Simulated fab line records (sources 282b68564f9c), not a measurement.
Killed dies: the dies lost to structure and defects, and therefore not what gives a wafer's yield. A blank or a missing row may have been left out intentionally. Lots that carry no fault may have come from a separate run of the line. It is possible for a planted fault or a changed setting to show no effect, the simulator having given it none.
fab line records	flow rit_cmos
[record] lots = 7	wafers = 21	last_day = 6
route steps=202 shown GATE@86 REOX@98 NLDD@103 PLDD@114 SPACER@125 M1@202
lots that met no fault: from a run of the same line without faults
start_h: hours from the record's opening day to when the first of the lot's shown wafers began	wait_h: hours from the lot's prior step to this one	" repeats the value in the row above	L1.1+2: a row that stands for several wafers	- value missing, or start not given	* or withheld: withheld	< > ~ a bound
route shown NAME@n: a module of which the file shows steps, and the number in the route of the first	usual: mean and standard deviation over wafers with no fault	same: alike in all rows	chamber/n: place in a boat	sites: each site's reading	_std_site: standard deviation of those values	_edge_site: the outer-site mean with the inner-site mean subtracted	radius_mm: how far each site lies from the wafer's centre	mask NAME#n: copy n	behind: the most recent tool/chamber to have shaped the wafer	hold: what put the lot on hold/how long, in hours/how the hold closed	device: names the non-switching transistor (n, p or np)	end of line: the tests these same wafers got at the end of their route	a step without rows: its recipe alone	killed: count of dies lost to structure and defects at first sort (not the wafer's yield)	map: the dies of a wafer, with x for killed, . for not killed, _ for no die there
set.NAME: setting as actually run; set.NAME@STEP: the setting as run at that earlier step	model.NAME: the simulator's own value behind a step, which no gauge read
lots seen at some steps along the route; tables by step, rows by wafer
services: from which hour (start_h, from the record's first day; less than 0 if before it) a tool's chamber was out of use, for how many hours, and why
[[steps]]
[step RIT_GATE_HMDS_10]
[recipe] prime_time_s = 60	prime_temp_c = 140
[step RIT_GATE_COAT_11]
[recipe] resist = NOVOLAK	spin_rpm = 4250	resist_thk_nm = 850
[step RIT_GATE_SOFTBAKE_12]
[recipe] resist = NOVOLAK	temp_c = 90	time_s = 60
[step RIT_GATE_EXPOSE_13]
[recipe] mask_id = M6	na = 0.6	source_shape = conventional	sigma_outer = 0.6	target_cd_nm = 150	dose_mj = 380
[step RIT_GATE_PEB_14]
[recipe] resist = NOVOLAK	temp_c = withheld	time_s = withheld
[step RIT_GATE_DEVELOP_15]
[recipe] resist = NOVOLAK	develop_time_s = 50	dev_temp_c = 23
[step RIT_GATE_CD_MEAS_16]
[recipe] target_cd_nm = 150
[usual] cd_nm = 150.0/2.2
lot.wafer	tool	chamber	start_h	wait_h	cd_nm
L251.2	cd_sem-01	-	43.97	-	146.5
L251.4	"	-	"	"	148.9
L251.5	"	-	"	"	146.6
L256.1	cd_sem-01	-	75.18	-	149.8
L256.2	"	-	"	"	151.4
L256.5	"	-	"	"	150.6
L261.1	cd_sem-01	-	97.38	-	148.3
L261.2	"	-	"	"	151.3
L261.5	"	-	"	"	150.2
L262.1	cd_sem-01	-	100.01	-	147.9
L262.3	"	-	"	"	149.6
L262.4	"	-	"	"	146.1
L263.2	cd_sem-02	-	106.48	-	150.9
L263.4	"	-	"	"	149.7
L263.6	"	-	"	"	151.1
L264.1	cd_sem-02	-	110.24	-	148.8
L264.4	"	-	"	"	148.1
L264.6	"	-	"	"	149.5
L265.2	cd_sem-02	-	111.88	-	147.8
L265.4	"	-	"	"	149.7
L265.6	"	-	"	"	147.7
[step RIT_GATE_OVL_MEAS_17]
[usual] GATE_OVL = -0.7/1.4
lot.wafer	tool	chamber	start_h	wait_h	GATE_OVL[nm]
L251.2	overlay-02	-	44.08	0.1	0.4
L251.4	"	-	"	"	0.6
L251.5	"	-	"	"	-0.1
L256.1	overlay-01	-	75.30	0.1	-2.7
L256.2	"	-	"	"	-2.5
L256.5	"	-	"	"	-0.8
L261.1	overlay-01	-	97.50	0.1	-0.8
L261.2	"	-	"	"	-1.2
L261.5	"	-	"	"	-2.9
L262.1	overlay-02	-	100.13	0.1	1.6
L262.3	"	-	"	"	0.7
L262.4	"	-	"	"	0.5
L263.2	overlay-01	-	106.59	0.1	1.0
L263.4	"	-	"	"	-0.4
L263.6	"	-	"	"	-2.3
L264.1	overlay-02	-	110.36	0.1	-1.7
L264.4	"	-	"	"	1.6
L264.6	"	-	"	"	-0.2
L265.2	overlay-01	-	111.99	0.1	-0.9
L265.4	"	-	"	"	-1.5
L265.6	"	-	"	"	-3.3
[step RIT_GATE_HARDBAKE_18]
[recipe] resist = NOVOLAK	temp_c = 140	time_s = 60
[step RIT_GATE_ETCH_19]
[recipe] chemistry = SF6/CHF3/O2	time_s = 165	SF6_flow_sccm = 30	CHF3_flow_sccm = 30	O2_flow_sccm = 5	target = poly-Si	pressure_mtorr = 40	rf_w = 160	target_depth_a = 3125	over_etch_frac = 0.25	stop_on = SiO2
[usual] drypump_motor_current_A = 5.6/0.34	oes_product_au = 0.847/0.013	throttle_valve_pct = 10.26/0.16
lot.wafer	tool	chamber	start_h	wait_h	drypump_motor_current_A	oes_product_au	rf_hours_counter_h	throttle_valve_pct
L251.2	rie_si-01	2	44.26	0.1	5.8	0.861	103	10.29
L251.4	"	1	"	"	5.6	0.866	20	10.31
L251.5	"	2	"	"	5.8	0.855	-	10.31
L256.1	rie_si-02	2	75.48	0.1	6.0	0.843	36	10.27
L256.2	"	0	"	"	5.0	0.862	44	10.44
L256.5	"	0	"	"	5.0	0.862	-	10.42
L261.1	rie_si-01	2	97.68	0.1	5.8	0.876	103	10.29
L261.2	"	3	"	"	5.4	0.834	47	10.09
L261.5	"	3	"	"	5.4	0.835	-	10.12
L262.1	rie_si-02	0	100.63	0.1	5.0	0.855	45	10.41
L262.3	"	1	"	"	5.2	0.844	7	10.20
L262.4	"	2	"	"	6.0	0.832	36	10.29
L263.2	rie_si-01	2	106.77	0.1	5.8	0.854	103	10.29
L263.4	"	2	"	"	5.8	0.860	-	10.30
L263.6	"	1	"	"	5.5	0.857	-	10.32
L264.1	rie_si-02	1	110.55	0.1	5.2	0.828	7	10.21
L264.4	"	2	"	"	6.0	0.837	36	10.27
L264.6	"	1	"	"	5.2	0.837	-	10.20
L265.2	rie_si-01	1	112.26	0.1	5.6	0.844	21	10.30
L265.4	"	3	"	"	5.4	0.830	47	10.09
L265.6	"	1	"	"	5.6	0.851	-	10.31
[step RIT_GATE_STRIP_20]
[recipe] chemistry = O2	time_s = 180	resist = NOVOLAK	platen_temp_c = withheld	power_w = 500	pressure_mtorr = 4000	o2_flow_sccm = 4000
[usual] drypump_motor_current_A = 5.73/0.28	o2_flow_sccm = 4004/13
lot.wafer	tool	chamber	start_h	wait_h	drypump_motor_current_A	o2_flow_sccm	rf_hours_counter_h
L251.2	plasma_asher-03	1	44.37	0.1	5.73	3982	39
L251.4	"	0	"	"	5.40	4030	-
L251.5	"	0	"	"	5.41	4033	-
L256.1	plasma_asher-01	1	75.59	0.1	6.08	4001	40
L256.2	"	0	"	"	5.73	4010	40
L256.5	"	0	"	"	5.72	4003	-
L261.1	plasma_asher-03	0	97.79	0.1	5.35	4016	45
L261.2	"	1	"	"	5.73	3997	45
L261.5	"	1	"	"	5.72	4007	-
L262.1	plasma_asher-01	1	100.74	0.1	6.08	3998	43
L262.3	"	0	"	"	5.72	4006	-
L262.4	"	1	"	"	6.05	4022	-
L263.2	plasma_asher-04	1	106.88	0.1	5.77	3996	47
L263.4	"	1	"	"	5.78	3980	-
L263.6	"	0	"	"	5.21	4021	-
L264.1	plasma_asher-04	1	110.66	0.1	5.76	4000	48
L264.4	"	0	"	"	5.21	4010	-
L264.6	"	1	"	"	5.81	4011	-
L265.2	plasma_asher-01	0	112.37	0.1	5.72	4012	45
L265.4	"	0	"	"	5.74	4022	-
L265.6	"	0	"	"	5.70	4022	-
[step RIT_GATE_CD_MEAS_90]
[recipe] target_cd_nm = 150
[usual] cd_nm = 150.0/2.2
lot.wafer	tool	chamber	start_h	wait_h	cd_nm
L251.2	cd_sem-01	-	44.56	0.1	146.7
L251.4	"	-	"	"	148.7
L251.5	"	-	"	"	146.5
L256.1	cd_sem-02	-	75.77	0.1	149.8
L256.2	"	-	"	"	151.5
L256.5	"	-	"	"	150.8
L261.1	cd_sem-02	-	97.97	0.1	148.3
L261.2	"	-	"	"	151.0
L261.5	"	-	"	"	149.6
L262.1	cd_sem-02	-	100.91	0.1	147.9
L262.3	"	-	"	"	150.0
L262.4	"	-	"	"	146.3
L263.2	cd_sem-02	-	107.07	0.1	151.0
L263.4	"	-	"	"	149.8
L263.6	"	-	"	"	151.4
L264.1	cd_sem-02	-	110.83	0.1	148.5
L264.4	"	-	"	"	148.3
L264.6	"	-	"	"	149.9
L265.2	cd_sem-02	-	112.57	0.1	148.0
L265.4	"	-	"	"	149.3
L265.6	"	-	"	"	147.9
[step RIT_REOX_CLEAN_00]
[recipe] chemistry = SC1	mix = 3:3:50	time_s = 600	temp_c = 75
lot.wafer	tool	chamber	start_h	wait_h
L251.2+4+5	wet_bench-02	0	44.66	0.1
L256.1+2+5	wet_bench-03	0	75.89	0.1
L261.1+2+5	wet_bench-03	2	98.09	0.1
L262.1+3+4	wet_bench-03	2	101.03	0.1
L263.2+4+6	wet_bench-03	0	107.17	0.1
L264.1+4+6	wet_bench-02	1	110.95	0.1
L265.2+4+6	wet_bench-01	2	112.67	0.1
[step RIT_REOX_CLEAN_01]
[recipe] chemistry = dHF	dilution = 50:1	time_s = 30
[step RIT_REOX_CLEAN_02]
[recipe] chemistry = SC2	mix = 3:3:50	time_s = 600	temp_c = 75	dry = n2_spin
[step RIT_REOX_OXIDATION_03]
[recipe] temp_c = 900	ambient = O2	target_thk_a = 252	ox_time_s = 5580
[step RIT_REOX_THK_MEAS_04]
[recipe] reads = SiO2_of_REOX_OXIDATION_03
[usual] REOX_OXIDE_THK = 25.3/0.53
lot.wafer	tool	chamber	start_h	wait_h	REOX_OXIDE_THK[nm]
L251.2	film_metro-01	-	49.00	0.0	26.0
L251.4	"	-	"	"	26.1
L251.5	"	-	"	"	26.0
L256.1	film_metro-03	-	81.40	0.0	25.8
L256.2	"	-	"	"	26.0
L256.5	"	-	"	"	25.1
L261.1	film_metro-03	-	101.17	0.0	25.8
L261.2	"	-	"	"	25.6
L261.5	"	-	"	"	25.8
L262.1	film_metro-01	-	105.65	0.0	25.1
L262.3	"	-	"	"	25.4
L262.4	"	-	"	"	25.6
L263.2	film_metro-03	-	111.16	0.0	25.2
L263.4	"	-	"	"	25.2
L263.6	"	-	"	"	24.9
L264.1	film_metro-04	-	115.64	0.0	24.5
L264.4	"	-	"	"	24.6
L264.6	"	-	"	"	24.2
L265.2	film_metro-03	-	115.69	0.1	24.3
L265.4	"	-	"	"	24.8
L265.6	"	-	"	"	24.7
[step RIT_NLDD_HMDS_00]
[recipe] prime_time_s = 60	prime_temp_c = 140
[step RIT_NLDD_COAT_01]
[recipe] resist = NOVOLAK	spin_rpm = 3250	resist_thk_nm = 1000
[step RIT_NLDD_SOFTBAKE_02]
[recipe] resist = NOVOLAK	temp_c = 90	time_s = 60
[step RIT_NLDD_EXPOSE_03]
[recipe] mask_id = M7	na = 0.57	target_cd_nm = 40700	dose_mj = 250
[step RIT_NLDD_PEB_04]
[recipe] resist = NOVOLAK	temp_c = withheld	time_s = withheld
[step RIT_NLDD_DEVELOP_05]
[recipe] resist = NOVOLAK	develop_time_s = 50	dev_temp_c = 23
[step RIT_NLDD_OVL_MEAS_06]
[usual] NLDD_OVL = -0.5/1.5
lot.wafer	tool	chamber	start_h	wait_h	NLDD_OVL[nm]
L251.2	overlay-02	-	50.04	-	-0.2
L251.4	"	-	"	"	-3.3
L251.5	"	-	"	"	-1.8
L256.1	overlay-02	-	82.47	-	1.0
L256.2	"	-	"	"	0.8
L256.5	"	-	"	"	0.1
L261.1	overlay-02	-	102.20	-	0.8
L261.2	"	-	"	"	-0.1
L261.5	"	-	"	"	0.6
L262.1	overlay-02	-	106.61	-	0.8
L262.3	"	-	"	"	1.0
L262.4	"	-	"	"	-1.1
L263.2	overlay-01	-	112.19	-	-2.5
L263.4	"	-	"	"	-2.9
L263.6	"	-	"	"	-2.9
L264.1	overlay-02	-	116.55	-	0.6
L264.4	"	-	"	"	-1.5
L264.6	"	-	"	"	1.7
L265.2	overlay-02	-	116.89	-	2.1
L265.4	"	-	"	"	2.4
L265.6	"	-	"	"	1.5
[step RIT_NLDD_HARDBAKE_07]
[recipe] resist = NOVOLAK	temp_c = 140	time_s = 60
[step RIT_NLDD_IMPLANT_08]
[recipe] species = P	energy_kev = 20	dose_cm2 = 5e+14	tilt_deg = 7
[step RIT_NLDD_STRIP_09]
[recipe] chemistry = O2	time_s = 180	resist = NOVOLAK	platen_temp_c = withheld	power_w = 500	pressure_mtorr = 4000	o2_flow_sccm = 4000
[usual] drypump_motor_current_A = 5.66/0.26	o2_flow_sccm = 4000/10
lot.wafer	tool	chamber	start_h	wait_h	drypump_motor_current_A	o2_flow_sccm	rf_hours_counter_h
L251.2	plasma_asher-03	1	50.37	0.1	5.75	3990	40
L251.4	"	1	"	"	5.75	3988	-
L251.5	"	1	"	"	5.74	4000	-
L256.1	plasma_asher-04	0	82.80	0.1	5.22	4005	45
L256.2	"	1	"	"	5.79	3992	45
L256.5	"	1	"	"	5.78	3977	-
L261.1	plasma_asher-02	1	102.54	0.1	6.02	4020	31
L261.2	"	0	"	"	5.76	3999	31
L261.5	"	1	"	"	6.01	4006	-
L262.1	plasma_asher-03	0	106.94	0.1	5.37	4013	47
L262.3	"	0	"	"	5.36	4011	-
L262.4	"	1	"	"	5.72	4015	-
L263.2	plasma_asher-04	0	112.52	0.1	5.25	4015	48
L263.4	"	1	"	"	5.85	3988	-
L263.6	"	0	"	"	5.20	4005	-
L264.1	plasma_asher-02	1	116.88	0.1	6.01	3983	33
L264.4	"	0	"	"	5.76	4009	-
L264.6	"	1	"	"	6.01	3986	-
L265.2	plasma_asher-04	0	117.43	0.1	5.26	3991	48
L265.4	"	0	"	"	5.25	4013	-
L265.6	"	1	"	"	5.78	4001	-
[step RIT_NLDD_TW_MEAS_10]
[usual] NLDD_TW = 2480/15
lot.wafer	tool	chamber	start_h	wait_h	NLDD_TW
L251.2	film_metro-01	-	50.55	0.1	2464
L251.4	"	-	"	"	2465
L251.5	"	-	"	"	2468
L256.1	film_metro-01	-	82.98	0.1	2457
L256.2	"	-	"	"	2475
L256.5	"	-	"	"	2458
L261.1	film_metro-03	-	102.71	0.1	2476
L261.2	"	-	"	"	2478
L261.5	"	-	"	"	2485
L262.1	film_metro-01	-	107.12	0.1	2480
L262.3	"	-	"	"	2482
L262.4	"	-	"	"	2464
L263.2	film_metro-01	-	112.71	0.1	2468
L263.4	"	-	"	"	2463
L263.6	"	-	"	"	2471
L264.1	film_metro-03	-	117.06	0.1	2484
L264.4	"	-	"	"	2480
L264.6	"	-	"	"	2486
L265.2	film_metro-01	-	117.61	0.1	2465
L265.4	"	-	"	"	2475
L265.6	"	-	"	"	2479
[step RIT_PLDD_HMDS_00]
[recipe] prime_time_s = 60	prime_temp_c = 140
[step RIT_PLDD_COAT_01]
[recipe] resist = NOVOLAK	spin_rpm = 3250	resist_thk_nm = 1000
[step RIT_PLDD_SOFTBAKE_02]
[recipe] resist = NOVOLAK	temp_c = 90	time_s = 60
[step RIT_PLDD_EXPOSE_03]
[recipe] mask_id = M8	na = 0.57	target_cd_nm = 40900	dose_mj = 250
[step RIT_PLDD_PEB_04]
[recipe] resist = NOVOLAK	temp_c = withheld	time_s = withheld
[step RIT_PLDD_DEVELOP_05]
[recipe] resist = NOVOLAK	develop_time_s = 50	dev_temp_c = 23
[step RIT_PLDD_OVL_MEAS_06]
[usual] PLDD_OVL = 0.3/1.5
lot.wafer	tool	chamber	start_h	wait_h	PLDD_OVL[nm]
L251.2	overlay-02	-	51.58	-	2.0
L251.4	"	-	"	"	-0.3
L251.5	"	-	"	"	4.0
L256.1	overlay-02	-	83.89	-	-1.4
L256.2	"	-	"	"	-0.5
L256.5	"	-	"	"	0.6
L261.1	overlay-01	-	103.90	-	0.4
L261.2	"	-	"	"	1.4
L261.5	"	-	"	"	-0.6
L262.1	overlay-02	-	108.03	-	1.4
L262.3	"	-	"	"	0.5
L262.4	"	-	"	"	-0.7
L263.2	overlay-01	-	113.62	-	-0.2
L263.4	"	-	"	"	1.0
L263.6	"	-	"	"	-0.6
L264.1	overlay-01	-	118.18	-	3.1
L264.4	"	-	"	"	1.0
L264.6	"	-	"	"	2.2
L265.2	overlay-01	-	118.62	-	-1.5
L265.4	"	-	"	"	-0.4
L265.6	"	-	"	"	-0.8
[step RIT_PLDD_HARDBAKE_07]
[recipe] resist = NOVOLAK	temp_c = 140	time_s = 60
[step RIT_PLDD_IMPLANT_08]
[recipe] species = BF2	energy_kev = 20	dose_cm2 = 9e+14	tilt_deg = 7
[step RIT_PLDD_STRIP_09]
[recipe] chemistry = O2	time_s = 180	resist = NOVOLAK	platen_temp_c = withheld	power_w = 500	pressure_mtorr = 4000	o2_flow_sccm = 4000
[usual] drypump_motor_current_A = 5.72/0.29	o2_flow_sccm = 4000/12
lot.wafer	tool	chamber	start_h	wait_h	drypump_motor_current_A	o2_flow_sccm	rf_hours_counter_h
L251.2	plasma_asher-01	1	51.91	0.1	6.06	3998	38
L251.4	"	1	"	"	6.06	4016	-
L251.5	"	0	"	"	5.70	4004	-
L256.1	plasma_asher-04	1	84.23	0.1	5.81	4031	45
L256.2	"	0	"	"	5.22	3995	45
L256.5	"	1	"	"	5.82	4006	-
L261.1	plasma_asher-04	0	104.23	0.1	5.21	4031	47
L261.2	"	1	"	"	5.78	3990	47
L261.5	"	0	"	"	5.24	3990	-
L262.1	plasma_asher-04	0	108.36	0.1	5.23	3980	47
L262.3	"	0	"	"	5.21	3981	-
L262.4	"	1	"	"	5.79	4008	-
L263.2	plasma_asher-01	1	113.95	0.1	6.08	3995	45
L263.4	"	1	"	"	6.06	3996	-
L263.6	"	1	"	"	6.07	3990	-
L264.1	plasma_asher-01	1	118.51	0.1	6.07	3994	46
L264.4	"	0	"	"	5.72	4003	-
L264.6	"	0	"	"	5.71	4018	-
L265.2	plasma_asher-04	1	118.95	0.1	5.77	3980	49
L265.4	"	0	"	"	5.21	4025	-
L265.6	"	1	"	"	5.80	3993	-
[step RIT_PLDD_TW_MEAS_10]
[usual] PLDD_TW = 2344/13
lot.wafer	tool	chamber	start_h	wait_h	PLDD_TW
L251.2	film_metro-01	-	52.10	0.1	2328
L251.4	"	-	"	"	2313
L251.5	"	-	"	"	2331
L256.1	film_metro-03	-	84.40	0.1	2344
L256.2	"	-	"	"	2362
L256.5	"	-	"	"	2355
L261.1	film_metro-03	-	104.41	0.1	2342
L261.2	"	-	"	"	2351
L261.5	"	-	"	"	2329
L262.1	film_metro-03	-	108.54	0.1	2327
L262.3	"	-	"	"	2347
L262.4	"	-	"	"	2328
L263.2	film_metro-03	-	114.13	0.1	2335
L263.4	"	-	"	"	2345
L263.6	"	-	"	"	2343
L264.1	film_metro-03	-	118.69	0.1	2347
L264.4	"	-	"	"	2335
L264.6	"	-	"	"	2332
L265.2	film_metro-01	-	119.13	0.1	2334
L265.4	"	-	"	"	2326
L265.6	"	-	"	"	2337
[step RIT_SPACER_CLEAN_00]
[recipe] chemistry = SC1	mix = 3:3:50	time_s = 600	temp_c = 75
[step RIT_SPACER_CLEAN_01]
[recipe] chemistry = dHF	dilution = 50:1	time_s = 30
[step RIT_SPACER_CLEAN_02]
[recipe] chemistry = SC2	mix = 3:3:50	time_s = 600	temp_c = 75	dry = n2_spin
[step RIT_M1_PROBE_99]
[usual] killed_at_front_end = 6.9/2.9	killed_dies = 7.1/2.9	killed_open = 3.3/1.8	killed_short = 3.6/2.2
[same] gross_dies = 264	killed_at_M0_to_M3 = 0	killed_at_M4_up = 0	killed_at_back_side = 0	killed_at_contacts = 0	killed_at_other = 0
lot.wafer	tool	chamber	start_h	wait_h	killed_at_front_end	killed_dies	killed_open	killed_short
L251.2	prober-01	-	65.35	0.1	6	6	3	3
L251.4	prober-01	-	65.45	0.2	9	9	4	5
L251.5	prober-01	-	65.50	0.2	6	6	1	5
L256.1	prober-02	-	98.65	0.1	5	5	2	3
L256.2	prober-02	-	98.70	0.1	8	8	3	5
L256.5	prober-02	-	98.85	0.2	2	2	1	1
L261.1	prober-01	-	118.04	0.1	43	43	2	1
L261.2	prober-01	-	118.09	0.1	47	47	3	3
L261.5	prober-01	-	118.24	0.2	44	44	0	3
L262.1	prober-02	-	122.69	0.1	45	45	3	6
L262.3	prober-02	-	122.79	0.2	47	47	3	2
L262.4	prober-02	-	122.84	0.2	46	46	3	4
L263.2	prober-01	-	128.03	0.1	41	41	3	2
L263.4	prober-01	-	128.13	0.2	42	42	2	2
L263.6	prober-01	-	128.23	0.2	40	40	1	4
L264.1	prober-02	-	131.97	0.1	9	9	5	4
L264.4	prober-02	-	132.12	0.2	9	9	6	3
L264.6	prober-02	-	132.22	0.2	10	10	4	6
L265.2	prober-01	-	133.52	0.1	8	8	2	6
L265.4	prober-01	-	133.62	0.2	4	4	3	1
L265.6	prober-01	-	133.72	0.2	7	7	3	4
// killed by level:class
L251.2 REOX:geometric_particle:short=2 SILICIDE:geometric_particle:open=2 GATE:geometric_particle:open=1 GATE:geometric_particle:short=1
L251.4 GATE:geometric_particle:short=2 REOX:geometric_particle:open=2 SPACER:geometric_particle:short=2 FOX2:geometric_particle:open=1 GATE:geometric_particle:open=1 REOX:geometric_particle:short=1
L251.5 REOX:geometric_particle:short=3 FOX2:geometric_particle:short=1 REOX:geometric_particle:open=1 SPACER:geometric_particle:short=1
L256.1 GATE:geometric_particle:open=2 GATE:geometric_particle:short=2 FOX1:geometric_particle:short=1
L256.2 GATE:geometric_particle:short=3 GATE:geometric_particle:open=2 FOX1:geometric_particle:short=1 FOX2:geometric_particle:short=1 FOX2:geometric_particle:open=1
L256.5 GATE:geometric_particle:open=1 GATE:geometric_particle:short=1
L261.1 REOX:unspecified=40 GATE:geometric_particle:short=1 SPACER:geometric_particle:open=1 SILICIDE:geometric_particle:open=1
L261.2 REOX:unspecified=41 FOX2:geometric_particle:short=2 FOX2:geometric_particle:open=1 GATE:geometric_particle:open=1 SPACER:geometric_particle:short=1 SPACER:geometric_particle:open=1
L261.5 REOX:unspecified=41 FOX1:geometric_particle:short=1 GATE:geometric_particle:short=1 SILICIDE:geometric_particle:short=1
L262.1 REOX:unspecified=36 SPACER:geometric_particle:short=3 GATE:geometric_particle:short=2 FOX1:geometric_particle:short=1 GATE:geometric_particle:open=1 REOX:geometric_particle:open=1 SPACER:geometric_particle:open=1
L262.3 REOX:unspecified=42 GATE:geometric_particle:open=2 GATE:geometric_particle:short=1 SPACER:geometric_particle:open=1 SPACER:geometric_particle:short=1
L262.4 REOX:unspecified=39 FOX2:geometric_particle:short=1 GATE:geometric_particle:open=1 GATE:geometric_particle:short=1 REOX:geometric_particle:short=1 REOX:geometric_particle:open=1 SPACER:geometric_particle:open=1 SPACER:geometric_particle:short=1
L263.2 REOX:unspecified=36 GATE:geometric_particle:open=2 SPACER:geometric_particle:short=1 SPACER:geometric_particle:open=1 SILICIDE:geometric_particle:short=1
L263.4 REOX:unspecified=38 GATE:geometric_particle:open=2 GATE:geometric_particle:short=1 REOX:geometric_particle:short=1
L263.6 REOX:unspecified=35 FOX1:geometric_particle:open=1 FOX2:geometric_particle:short=1 GATE:geometric_particle:short=1 REOX:geometric_particle:short=1 SILICIDE:geometric_particle:short=1
L264.1 SPACER:geometric_particle:open=3 FOX1:geometric_particle:short=2 FOX1:geometric_particle:open=1 GATE:geometric_particle:open=1 GATE:geometric_particle:short=1 SPACER:geometric_particle:short=1
L264.4 GATE:geometric_particle:open=2 SILICIDE:geometric_particle:open=2 FOX1:geometric_particle:open=1 GATE:geometric_particle:short=1 SPACER:geometric_particle:open=1 SPACER:geometric_particle:short=1 SILICIDE:geometric_particle:short=1
L264.6 FOX1:geometric_particle:open=3 GATE:geometric_particle:short=2 SPACER:geometric_particle:short=2 FOX1:geometric_particle:short=1 SPACER:geometric_particle:open=1 SILICIDE:geometric_particle:short=1
L265.2 GATE:geometric_particle:short=4 FOX2:geometric_particle:short=1 FOX2:geometric_particle:open=1 GATE:geometric_particle:open=1 SPACER:geometric_particle:short=1
L265.4 GATE:geometric_particle:open=1 GATE:geometric_particle:short=1 REOX:geometric_particle:open=1 SILICIDE:geometric_particle:open=1
L265.6 FOX1:geometric_particle:open=2 FOX2:geometric_particle:short=1 GATE:geometric_particle:short=1 SPACER:geometric_particle:short=1 SPACER:geometric_particle:open=1 SILICIDE:geometric_particle:short=1
// map L261.2 (x killed, . not)
________......._______
_____.............____
____.........x.....___
___..x.x............__
__...xxxxx.x.x......._
__..xxxxxx.........x._
_..xxxxxxxxx..........
_..xxxxxxxxx..........
_...xxxxxxx........x..
_....xxxx.............
__..................._
__..................._
___.................__
____...............___
_____.............____
________......._______
// map L262.3 (x killed, . not)
________......._______
_____.............____
____...............___
___...x.............__
__....xxxx..........._
__..xxxxxxx..x......._
_...xxxxxxx....x......
_.x.xxxxxxx...........
_..xxxxxxxx.......x...
_....xxxxx............
__......x.x.........._
__..................._
___x................__
____.......x.......___
_____.............____
________......._______
[[services]]
tool	chamber	start_h	hours	kind
plasma_asher-01	-	31.07	15.6	pm
plasma_asher-02	-	58.08	9.8	repair
rie_si-01	0	59.94	-	clean
rie_si-01	0	59.94	16.2	scheduled_down
rie_si-01	0	59.94	16.2	vent_cycle
plasma_asher-02	-	67.84	9.9	pm
plasma_asher-04	-	94.35	2.1	repair
rie_si-01	3	100.28	9.3	repair
plasma_asher-04	-	100.74	0.8	repair
plasma_asher-03	-	108.75	9.0	pm
plasma_asher-03	0	108.75	9.0	vent_cycle
plasma_asher-03	1	108.75	9.0	vent_cycle
plasma_asher-03	0	117.75	-	clean
plasma_asher-03	1	117.75	-	clean
[[key]]
[first_sign] step = RIT_M1_PROBE_99	reading = killed_at_front_end	direction = up	sigmas = 13	usual = 6.9	struck = 43.9
[effect] step = RIT_M1_PROBE_99	reading = killed_dies	direction = up	sigmas = 13	usual = 7.1	struck = 43.9
met_at RIT_REOX_CLEAN_00
struck_wafers L261.1,L261.2,L261.5,L262.1,L262.3,L262.4,L263.2,L263.4,L263.6
tester_left_out L261,L262,L263
onset_between 75.89 98.09
[fault] kind = chamber_particle_source	tool = wet_bench-03	chamber = -	onset_h = 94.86	steps = RIT_REOX_CLEAN_00	rate_per_visit_cm2 = 2.045	end_h = 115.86
// tester_left_out: of these lots the tester's yield and bins aren't shown, on N5 and GAA mostly nor the transistor test; their killed dies are dies lost to structure and defects alone, not to doping, threshold or leakage, so they don't give the yield
